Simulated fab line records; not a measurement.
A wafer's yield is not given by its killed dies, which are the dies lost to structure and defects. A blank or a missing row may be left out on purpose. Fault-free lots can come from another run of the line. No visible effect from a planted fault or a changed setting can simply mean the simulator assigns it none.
fab line records | flow rit_cmos
record lots=7 | wafers=21 | last_day=4
route steps=202 shown NSD@138 PSD@142 SDANNEAL@154 M1@202
lots untouched by any fault: they come from a run of this same line in which no faults occurred
start_h: hours from the record's first day to the start of the lot's first wafer shown | wait_h: how many hours have passed since the lot's step before this one | " repeats the value in the row above | L1.1+2: a row that stands for several wafers | - either no value or no given start | * or withheld: withheld | < > ~ a bound
route shown NAME@n: NAME is a module with steps in the file, n the number in the route of the first one | usual: average and standard deviation across the fault-free wafers | same: alike in all rows | chamber/n: place in a boat | sites: per-site readings | _std_site: standard deviation of those values | _edge_site: mean of outer sites minus mean of inner sites | radius_mm: for every site, how far away it sits from the centre of the wafer | mask NAME#n: copy n | behind: the tool/chamber that last shaped the wafer | hold: reason for holding the lot/hours on hold/outcome of the hold | device: transistor that didn't switch, given as n, p or np | end of line: the route-end tests of the same wafers | for a step that has no rows: nothing shown but its recipe | killed: the dies lost at the first sort to structure and to defects; this is not the yield of the wafer | map: dies across one wafer; x = killed, . = not, _ = none there
set.NAME: the setting that was run; set.NAME@STEP: the one run at that earlier step | model.NAME: the simulator's own value behind a step, which no gauge read
lots seen at some steps along the route; tables by step, rows by wafer
services: the hour from which a tool's chamber was out of use, counted from the record's first day as start_h (under 0 if before that day), plus the number of hours and why
## steps
# step RIT_NSD_HARDBAKE_07
# recipe resist=NOVOLAK | temp_c=140 | time_s=60
# step RIT_NSD_IMPLANT_08
# recipe species=P | energy_kev=24.73 | dose_cm2=1e+15 | tilt_deg=7
# step RIT_NSD_STRIP_09
# recipe chemistry=O2 | time_s=180 | resist=NOVOLAK | platen_temp_c=withheld | power_w=500 | pressure_mtorr=4000 | o2_flow_sccm=4000
# usual drypump_motor_current_A=5.74/0.28
lot.wafer | tool            | chamber | start_h | wait_h | drypump_motor_current_A | rf_hours_counter_h
L568.1    | plasma_asher-01 | 1       | 57.39   | 0.1    | 6.10                    | 40
L568.4    | "               | 0       | "       | "      | 5.40                    | -
L568.6    | "               | 0       | "       | "      | 5.39                    | -
L569.1    | plasma_asher-01 | 0       | 59.78   | 0.1    | 5.43                    | 40
L569.4    | "               | 1       | "       | "      | 6.10                    | -
L569.5    | "               | 0       | "       | "      | 5.41                    | -
L570.1    | plasma_asher-04 | 0       | 66.99   | 0.1    | 5.72                    | 44
L570.3    | "               | 1       | "       | "      | 5.83                    | -
L570.6    | "               | 0       | "       | "      | 5.73                    | -
L571.2    | plasma_asher-02 | 0       | 71.02   | 0.1    | 6.03                    | 27
L571.4    | "               | 0       | "       | "      | 6.04                    | -
L571.5    | "               | 1       | "       | "      | 5.33                    | -
L572.1    | plasma_asher-04 | 1       | 74.51   | 0.1    | 5.79                    | 45
L572.3    | "               | 1       | "       | "      | 5.79                    | -
L572.4    | "               | 0       | "       | "      | 5.73                    | -
L573.2    | plasma_asher-02 | 1       | 77.84   | 0.1    | 5.33                    | 27
L573.4    | "               | 0       | "       | "      | 6.04                    | -
L573.6    | "               | 0       | "       | "      | 6.02                    | -
L574.3    | plasma_asher-02 | 0       | 86.32   | 0.1    | 6.03                    | -
L574.4    | "               | 1       | "       | "      | 5.33                    | -
L574.5    | "               | 1       | "       | "      | 5.34                    | -
# step RIT_NSD_TW_MEAS_10
# usual NSD_TW=3135/16
lot.wafer | tool          | chamber | start_h | wait_h | NSD_TW
L568.1    | film_metro-01 | -       | 57.57   | 0.1    | 3127
L568.4    | "             | -       | "       | "      | 3142
L568.6    | "             | -       | "       | "      | 3118
L569.1    | film_metro-02 | -       | 59.96   | 0.1    | 3139
L569.4    | "             | -       | "       | "      | 3143
L569.5    | "             | -       | "       | "      | 3137
L570.1    | film_metro-02 | -       | 67.16   | 0.1    | 3133
L570.3    | "             | -       | "       | "      | 3144
L570.6    | "             | -       | "       | "      | 3131
L571.2    | film_metro-02 | -       | 71.20   | 0.1    | 3138
L571.4    | "             | -       | "       | "      | 3141
L571.5    | "             | -       | "       | "      | 3138
L572.1    | film_metro-02 | -       | 74.69   | 0.1    | 3130
L572.3    | "             | -       | "       | "      | 3146
L572.4    | "             | -       | "       | "      | 3147
L573.2    | film_metro-01 | -       | 78.03   | 0.1    | 3147
L573.4    | "             | -       | "       | "      | 3161
L573.6    | "             | -       | "       | "      | 3157
L574.3    | film_metro-01 | -       | 86.46   | 0.1    | 3155
L574.4    | "             | -       | "       | "      | 3145
L574.5    | "             | -       | "       | "      | 3144
# step RIT_PSD_HMDS_00
# recipe prime_time_s=60 | prime_temp_c=140
# step RIT_PSD_COAT_01
# recipe resist=NOVOLAK | spin_rpm=3250 | resist_thk_nm=1000
# step RIT_PSD_SOFTBAKE_02
# recipe resist=NOVOLAK | temp_c=90 | time_s=60
# step RIT_PSD_EXPOSE_03
# recipe mask_id=M10 | na=0.57 | target_cd_nm=40900 | dose_mj=250
# step RIT_PSD_PEB_04
# recipe resist=NOVOLAK | temp_c=withheld | time_s=withheld
# step RIT_PSD_DEVELOP_05
# recipe resist=NOVOLAK | develop_time_s=50 | dev_temp_c=23
# step RIT_PSD_OVL_MEAS_06
# usual PSD_OVL=0.3/1.4
lot.wafer | tool       | chamber | start_h | wait_h | PSD_OVL[nm]
L568.1    | overlay-02 | -       | 58.48   | -      | 1.2
L568.4    | "          | -       | "       | "      | 2.2
L568.6    | "          | -       | "       | "      | 0.3
L569.1    | overlay-01 | -       | 61.19   | -      | 1.4
L569.4    | "          | -       | "       | "      | -0.3
L569.5    | "          | -       | "       | "      | -0.1
L570.1    | overlay-01 | -       | 68.07   | -      | 0.1
L570.3    | "          | -       | "       | "      | -0.5
L570.6    | "          | -       | "       | "      | 1.0
L571.2    | overlay-02 | -       | 72.11   | -      | 1.7
L571.4    | "          | -       | "       | "      | 1.8
L571.5    | "          | -       | "       | "      | 2.8
L572.1    | overlay-01 | -       | 75.72   | -      | -0.7
L572.3    | "          | -       | "       | "      | -2.1
L572.4    | "          | -       | "       | "      | 0.2
L573.2    | overlay-01 | -       | 78.93   | -      | -2.1
L573.4    | "          | -       | "       | "      | -1.7
L573.6    | "          | -       | "       | "      | -2.6
L574.3    | overlay-02 | -       | 87.69   | -      | 0.7
L574.4    | "          | -       | "       | "      | 3.1
L574.5    | "          | -       | "       | "      | 2.7
# step RIT_PSD_HARDBAKE_07
# recipe resist=NOVOLAK | temp_c=139.6 | time_s=60
# step RIT_PSD_IMPLANT_08
# recipe species=BF2 | energy_kev=27 | dose_cm2=5e+15 | tilt_deg=7
# usual implant_ion_amu=49/0
lot.wafer | tool         | chamber | start_h | wait_h | implant_ion_amu | model.implant.rp_nm | model.implant.drp_nm
L568.1    | implanter-01 | 0       | 58.67   | 0.1    | 49              | 22.68               | 12.05
L568.4    | "            | 0       | "       | "      | 49              | 22.68               | 12.05
L568.6    | "            | 0       | "       | "      | 49              | 22.68               | 12.05
L569.1    | implanter-03 | 0       | 61.37   | 0.1    | 49              | 21.41               | 12.05
L569.4    | "            | 0       | "       | "      | 49              | 21.41               | 12.05
L569.5    | "            | 0       | "       | "      | 49              | 21.41               | 12.05
L570.1    | implanter-03 | 0       | 68.26   | 0.1    | 49              | 21.92               | 12.05
L570.3    | "            | 0       | "       | "      | 49              | 21.92               | 12.05
L570.6    | "            | 0       | "       | "      | 49              | 21.92               | 12.05
L571.2    | implanter-01 | 0       | 72.31   | 0.1    | 49              | 22.13               | 12.05
L571.4    | "            | 0       | "       | "      | 49              | 22.13               | 12.05
L571.5    | "            | 0       | "       | "      | 49              | 22.13               | 12.05
L572.1    | implanter-02 | 0       | 75.91   | 0.1    | 11              | 86.08               | 38.9
L572.3    | "            | 0       | "       | "      | 11              | 86.08               | 38.9
L572.4    | "            | 0       | "       | "      | 11              | 86.08               | 38.9
L573.2    | implanter-03 | 0       | 79.14   | 0.1    | 11              | 90.85               | 38.9
L573.4    | "            | 0       | "       | "      | 11              | 90.85               | 38.9
L573.6    | "            | 0       | "       | "      | 11              | 90.85               | 38.9
L574.3    | implanter-01 | 0       | 87.92   | 0.1    | 11              | 91.8                | 38.9
L574.4    | "            | 0       | "       | "      | 11              | 91.8                | 38.9
L574.5    | "            | 0       | "       | "      | 11              | 91.8                | 38.9
# step RIT_PSD_STRIP_09
# recipe chemistry=O2 | time_s=180 | resist=NOVOLAK | platen_temp_c=withheld | power_w=500 | pressure_mtorr=4000 | o2_flow_sccm=4000
# usual drypump_motor_current_A=5.87/0.26
lot.wafer | tool            | chamber | start_h | wait_h | drypump_motor_current_A | rf_hours_counter_h
L568.1    | plasma_asher-01 | 0       | 58.82   | 0.1    | 5.43                    | 40
L568.4    | "               | 1       | "       | "      | 6.11                    | -
L568.6    | "               | 1       | "       | "      | 6.09                    | -
L569.1    | plasma_asher-03 | 1       | 61.52   | 0.1    | 6.03                    | 41
L569.4    | "               | 0       | "       | "      | 6.09                    | -
L569.5    | "               | 0       | "       | "      | 6.10                    | -
L570.1    | plasma_asher-01 | 1       | 68.41   | 0.1    | 6.12                    | 41
L570.3    | "               | 0       | "       | "      | 5.43                    | -
L570.6    | "               | 1       | "       | "      | 6.11                    | -
L571.2    | plasma_asher-03 | 0       | 72.44   | 0.1    | 6.07                    | 43
L571.4    | "               | 0       | "       | "      | 6.09                    | -
L571.5    | "               | 1       | "       | "      | 6.01                    | -
L572.1    | plasma_asher-03 | 1       | 76.06   | 0.1    | 5.99                    | 43
L572.3    | "               | 0       | "       | "      | 6.08                    | -
L572.4    | "               | 1       | "       | "      | 6.03                    | -
L573.2    | plasma_asher-04 | 1       | 79.26   | 0.1    | 5.78                    | 46
L573.4    | "               | 1       | "       | "      | 5.80                    | -
L573.6    | "               | 0       | "       | "      | 5.73                    | -
L574.3    | plasma_asher-04 | 0       | 88.08   | 0.1    | 5.77                    | -
L574.4    | "               | 1       | "       | "      | 5.81                    | -
L574.5    | "               | 0       | "       | "      | 5.75                    | -
# step RIT_PSD_TW_MEAS_10
# usual PSD_TW=3452/21
lot.wafer | tool          | chamber | start_h | wait_h | hold                     | PSD_TW
L568.1    | film_metro-02 | -       | 58.99   | 0.1    | -                        | 3460
L568.4    | "             | -       | "       | "      | -                        | 3470
L568.6    | "             | -       | "       | "      | -                        | 3456
L569.1    | film_metro-03 | -       | 61.70   | 0.1    | -                        | 3444
L569.4    | "             | -       | "       | "      | -                        | 3444
L569.5    | "             | -       | "       | "      | -                        | 3417
L570.1    | film_metro-02 | -       | 68.58   | 0.1    | -                        | 3458
L570.3    | "             | -       | "       | "      | -                        | 3458
L570.6    | "             | -       | "       | "      | -                        | 3446
L571.2    | film_metro-02 | -       | 72.62   | 0.1    | -                        | 3463
L571.4    | "             | -       | "       | "      | -                        | 3466
L571.5    | "             | -       | "       | "      | -                        | 3496
L572.1    | film_metro-03 | -       | 76.24   | 0.1    | await_dispo/0.2h/release | 2914
L572.3    | "             | -       | "       | "      | await_dispo/0.2h/release | 2904
L572.4    | "             | -       | "       | "      | await_dispo/0.2h/release | 2910
L572.1    | film_metro-03 | -       | 76.46   | 0.2    | -                        | 2928
L572.3    | "             | -       | "       | "      | -                        | 2922
L572.4    | "             | -       | "       | "      | -                        | 2902
L573.2    | film_metro-01 | -       | 79.45   | 0.1    | await_dispo/0.2h/release | 2923
L573.4    | "             | -       | "       | "      | await_dispo/0.2h/release | 2930
L573.6    | "             | -       | "       | "      | await_dispo/0.2h/release | 2932
L573.2    | film_metro-01 | -       | 79.67   | 0.2    | -                        | 2950
L573.4    | "             | -       | "       | "      | -                        | 2928
L573.6    | "             | -       | "       | "      | -                        | 2927
L574.3    | film_metro-03 | -       | 88.21   | 0.1    | await_dispo/0.2h/release | 2904
L574.4    | "             | -       | "       | "      | await_dispo/0.2h/release | 2921
L574.5    | "             | -       | "       | "      | await_dispo/0.2h/release | 2908
L574.3    | film_metro-03 | -       | 88.44   | 0.2    | -                        | 2912
L574.4    | "             | -       | "       | "      | -                        | 2903
L574.5    | "             | -       | "       | "      | -                        | 2904
# step RIT_SDANNEAL_CLEAN_01
# recipe chemistry=dHF | dilution=50:1 | time_s=30
# step RIT_SDANNEAL_CLEAN_02
# recipe chemistry=SC2 | mix=3:3:50 | time_s=600 | temp_c=75 | dry=n2_spin
# step RIT_SDANNEAL_RTA_03
# recipe temp_c=1050 | time_s=5 | idle_temp_c=600 | ramp_up_c_per_s=342 | ramp_down_c_per_s=171 | cool_to_c=600 | ambient=N2
# usual anneal_temp_c_max=1056.7/1.2 | wafer_temp_C_max=1053.4/1.1
lot.wafer | tool          | chamber | start_h | wait_h | anneal_temp_c_max | wafer_temp_C_max
L568.1    | rtp_anneal-02 | 0       | 59.42   | 0.0    | 1056.0            | 1053.0
L568.4    | "             | 0       | "       | "      | 1056.5            | 1054.7
L568.6    | "             | 0       | "       | "      | 1058.4            | 1053.5
L569.1    | rtp_anneal-02 | 0       | 62.14   | 0.0    | 1055.3            | 1052.1
L569.4    | "             | 0       | "       | "      | 1054.9            | 1054.7
L569.5    | "             | 0       | "       | "      | 1055.4            | 1055.3
L570.1    | rtp_anneal-02 | 0       | 69.04   | 0.0    | 1054.1            | 1054.7
L570.3    | "             | 0       | "       | "      | 1056.4            | 1054.3
L570.6    | "             | 0       | "       | "      | 1056.1            | 1053.1
L571.2    | rtp_anneal-02 | 0       | 73.05   | 0.0    | 1055.0            | 1054.2
L571.4    | "             | 0       | "       | "      | 1056.7            | 1053.4
L571.5    | "             | 0       | "       | "      | 1055.6            | 1052.0
L572.1    | rtp_anneal-02 | 0       | 78.95   | 0.0    | 1056.9            | 1053.1
L572.3    | "             | 0       | "       | "      | 1055.9            | 1053.9
L572.4    | "             | 0       | "       | "      | 1057.6            | 1054.2
L573.2    | rtp_anneal-02 | 0       | 82.99   | 0.0    | 1055.8            | 1051.2
L573.4    | "             | 0       | "       | "      | 1058.1            | 1052.9
L573.6    | "             | 0       | "       | "      | 1056.8            | 1053.4
L574.3    | rtp_anneal-02 | 0       | 92.19   | 0.0    | 1058.7            | 1052.5
L574.4    | "             | 0       | "       | "      | 1055.6            | 1054.1
L574.5    | "             | 0       | "       | "      | 1055.3            | 1054.5
# step RIT_SDANNEAL_RS_MEAS_04
# recipe thk_meas_gauge=four-point-probe
# usual PSD_RS=115.87/0.26
lot.wafer | tool          | chamber | start_h | wait_h | hold                     | PSD_RS[ohm/sq]
L568.1    | film_metro-03 | -       | 59.48   | 0.0    | -                        | 115.96
L568.4    | "             | -       | "       | "      | -                        | 115.73
L568.6    | "             | -       | "       | "      | -                        | 116.07
L569.1    | film_metro-02 | -       | 62.20   | 0.0    | -                        | 116.00
L569.4    | "             | -       | "       | "      | -                        | 115.67
L569.5    | "             | -       | "       | "      | -                        | 115.95
L570.1    | film_metro-01 | -       | 69.10   | 0.0    | -                        | 115.34
L570.3    | "             | -       | "       | "      | -                        | 115.58
L570.6    | "             | -       | "       | "      | -                        | 115.85
L571.2    | film_metro-03 | -       | 73.12   | 0.1    | -                        | 116.34
L571.4    | "             | -       | "       | "      | -                        | 116.06
L571.5    | "             | -       | "       | "      | -                        | 116.20
L572.1    | film_metro-01 | -       | 79.02   | 0.1    | await_dispo/0.2h/release | 44.98
L572.3    | "             | -       | "       | "      | await_dispo/0.2h/release | 44.96
L572.4    | "             | -       | "       | "      | await_dispo/0.2h/release | 45.09
L572.1    | film_metro-01 | -       | 79.30   | 0.3    | -                        | 45.04
L572.3    | "             | -       | "       | "      | -                        | 44.92
L572.4    | "             | -       | "       | "      | -                        | 44.99
L573.2    | film_metro-03 | -       | 83.06   | 0.1    | await_dispo/0.2h/release | 45.12
L573.4    | "             | -       | "       | "      | await_dispo/0.2h/release | 45.05
L573.6    | "             | -       | "       | "      | await_dispo/0.2h/release | 45.02
L573.2    | film_metro-03 | -       | 83.35   | 0.3    | -                        | 45.05
L573.4    | "             | -       | "       | "      | -                        | 45.01
L573.6    | "             | -       | "       | "      | -                        | 45.07
L574.3    | film_metro-01 | -       | 92.27   | 0.1    | await_dispo/0.2h/release | 45.17
L574.4    | "             | -       | "       | "      | await_dispo/0.2h/release | 45.12
L574.5    | "             | -       | "       | "      | await_dispo/0.2h/release | 45.10
L574.3    | film_metro-01 | -       | 92.56   | 0.3    | -                        | 45.14
L574.4    | "             | -       | "       | "      | -                        | 45.14
L574.5    | "             | -       | "       | "      | -                        | 45.18
# step RIT_M1_PROBE_99
# usual defect_limited_yield=97.4/1.1 | killed_at_M0_to_M3=0.0/0.2 | killed_at_front_end=6.7/2.9 | killed_dies=6.8/2.9 | killed_open=3.3/1.7 | killed_short=3.4/2.1 | sort_bin_3_pad_short=0.1/0.2 | sort_bin_5_function=1.5/0.76 | sort_bin_6_memory=1.0/0.65 | sort_n_pass=257.2/2.9 | sort_yield_pct=97.4/1.1
# same gross_dies=264 | killed_at_M4_up=0 | killed_at_back_side=0 | killed_at_contacts=0 | killed_at_other=0
lot.wafer | tool      | chamber | start_h | wait_h | defect_limited_yield[%] | killed_at_M0_to_M3 | killed_at_front_end | killed_dies | killed_open | killed_short | sort_bin_3_pad_short[%] | sort_bin_5_function[%] | sort_bin_6_memory[%] | sort_n_pass | sort_yield_pct[%]
L568.1    | prober-01 | -       | 68.67   | 0.1    | 97.7                    | 0                  | 6                   | 6           | 3           | 3            | 0.8                     | 1.1                    | 0.4                  | 258.0       | 97.7
L568.4    | prober-01 | -       | 68.82   | 0.2    | 97.3                    | 0                  | 7                   | 7           | 4           | 3            | 0                       | 1.5                    | 1.1                  | 257.0       | 97.3
L568.6    | prober-01 | -       | 68.92   | 0.2    | 97.3                    | 0                  | 7                   | 7           | 4           | 3            | 0.4                     | 1.1                    | 1.1                  | 257.0       | 97.3
L569.1    | prober-02 | -       | 72.85   | 0.1    | 98.9                    | 0                  | 3                   | 3           | 2           | 1            | 0                       | 0.8                    | 0.4                  | 261.0       | 98.9
L569.4    | prober-02 | -       | 73.00   | 0.2    | 98.1                    | 0                  | 5                   | 5           | 2           | 3            | 0                       | 1.5                    | 0.4                  | 259.0       | 98.1
L569.5    | prober-02 | -       | 73.05   | 0.2    | 99.2                    | 0                  | 2                   | 2           | 0           | 2            | 0.8                     | 0                      | 0                    | 262.0       | 99.2
L571.2    | prober-02 | -       | 81.08   | 0.1    | 94.7                    | 0                  | 14                  | 14          | 9           | 5            | 0.4                     | 3.4                    | 1.5                  | 250.0       | 94.7
L571.4    | prober-02 | -       | 81.18   | 0.2    | 97.3                    | 0                  | 7                   | 7           | 5           | 2            | 0                       | 1.5                    | 1.1                  | 257.0       | 97.3
L571.5    | prober-02 | -       | 81.23   | 0.2    | 95.8                    | 0                  | 11                  | 11          | 5           | 6            | 0.4                     | 2.3                    | 1.5                  | 253.0       | 95.8
# killed by level:class
L568.1 REOX:geometric_particle:open=2 SPACER:geometric_particle:short=2 GATE:geometric_particle:open=1 GATE:geometric_particle:short=1
L568.4 GATE:geometric_particle:open=3 GATE:geometric_particle:short=2 FOX1:geometric_particle:open=1 SPACER:geometric_particle:short=1
L568.6 SPACER:geometric_particle:short=2 FOX1:geometric_particle:open=1 GATE:geometric_particle:open=1 REOX:geometric_particle:open=1 SPACER:geometric_particle:open=1 SILICIDE:geometric_particle:short=1
L569.1 FOX1:geometric_particle:short=1 GATE:geometric_particle:open=1 SILICIDE:geometric_particle:open=1
L569.4 FOX1:geometric_particle:short=2 GATE:geometric_particle:short=1 GATE:geometric_particle:open=1 SPACER:geometric_particle:open=1
L569.5 SPACER:geometric_particle:short=1 SILICIDE:geometric_particle:short=1
L571.2 FOX1:geometric_particle:open=3 GATE:geometric_particle:open=3 FOX1:geometric_particle:short=2 GATE:geometric_particle:short=2 REOX:geometric_particle:open=2 SILICIDE:geometric_particle:short=1 SILICIDE:geometric_particle:open=1
L571.4 SPACER:geometric_particle:open=4 FOX2:geometric_particle:short=1 GATE:geometric_particle:open=1 REOX:geometric_particle:short=1
L571.5 FOX1:geometric_particle:short=2 FOX1:geometric_particle:open=2 GATE:geometric_particle:open=2 SILICIDE:geometric_particle:short=2 FOX2:geometric_particle:short=1 SPACER:geometric_particle:open=1 SPACER:geometric_particle:short=1
## services
tool            | chamber | start_h | hours | kind
implanter-01    | -       | 37.77   | 5.6   | repair
implanter-01    | -       | 60.20   | 2.7   | pm
plasma_asher-01 | -       | 74.94   | 15.6  | pm
## key
first_sign step=RIT_PSD_IMPLANT_08 | reading=implant_ion_amu | direction=down | sigmas=99+ | usual=49 | struck=11
effect step=RIT_PSD_TW_MEAS_10 | reading=visit | direction=added
effect step=RIT_PSD_TW_MEAS_10 | reading=PSD_TW | direction=down | sigmas=25 | usual=3452 | struck=2916
effect step=RIT_SDANNEAL_RS_MEAS_04 | reading=visit | direction=added
effect step=RIT_SDANNEAL_RS_MEAS_04 | reading=PSD_RS | direction=down | sigmas=99+ | usual=115.87 | struck=45.07
model_effect step=RIT_PSD_IMPLANT_08 | value=implant.rp_nm | without=22.28 | struck=89.58
met_at RIT_PSD_IMPLANT_08
struck_wafers L572.1,L572.3,L572.4,L573.2,L573.4,L573.6,L574.3,L574.4,L574.5
scrapped_behind RIT_SDANNEAL_RS_MEAS_04 L572.1,L572.3,L572.4,L573.2,L573.4,L573.6,L574.3,L574.4,L574.5
onset_between 72.31 75.91
fault kind=wrong_recipe_download | tool=implanter-01,implanter-02,implanter-03 | chamber=- | onset_h=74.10 | steps=RIT_PSD_IMPLANT_08 | wrong_recipe.not_listed=1
